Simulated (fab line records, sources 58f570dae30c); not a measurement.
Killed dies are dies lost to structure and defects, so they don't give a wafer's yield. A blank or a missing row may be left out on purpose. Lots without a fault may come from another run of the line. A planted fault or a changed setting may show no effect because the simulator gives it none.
Which tool did it? | flow berkeley_cmos170 | 7 lots, 21 wafers sampled, at 1 step of a route of 331

WHAT THE GAUGES READ, wafer by wafer
UCB170_V2_BOW_MEAS_03.
lot  | measured     | on            | V2_BOW (um)
L611 | day 9 02:16  | film_metro-01 | 27 45 29
L613 | day 9 20:26  | film_metro-01 | 32 31 27
L619 | day 10 20:59 | film_metro-02 | 42 37 38
L623 | day 11 18:37 | film_metro-02 | 37 45 49
L621 | day 11 22:47 | film_metro-04 | 37 48 38
L630 | day 12 23:41 | film_metro-04 | 49 33 31
L629 | day 13 16:02 | film_metro-02 | 49 31 42

WHICH TOOL RAN EACH LOT (tool, then ch and the chambers of the sampled wafers, then the start)
The record holds no process step before these readings.

THE ANSWER, worked out from the rows above alone
Rule: what is usual is taken from the lots themselves. Put in order of their means at a reading, lots are off if they are a third of the lots or fewer, leave a main group of 4 or more, and stand apart from it by a gap of 3 or more times the standard deviation of the main group's means; of several such gaps the widest counts. A main group whose means are all the same, to the digits that the tables above print for the reading, isn't used. A lot without any number at a reading at which 4 lots or more have one is off too. The other lots that the step has rows for count as sound.
No lot is off at any reading shown: from this, nothing can be told.

WHAT THE SIMULATOR HAD PUT IN
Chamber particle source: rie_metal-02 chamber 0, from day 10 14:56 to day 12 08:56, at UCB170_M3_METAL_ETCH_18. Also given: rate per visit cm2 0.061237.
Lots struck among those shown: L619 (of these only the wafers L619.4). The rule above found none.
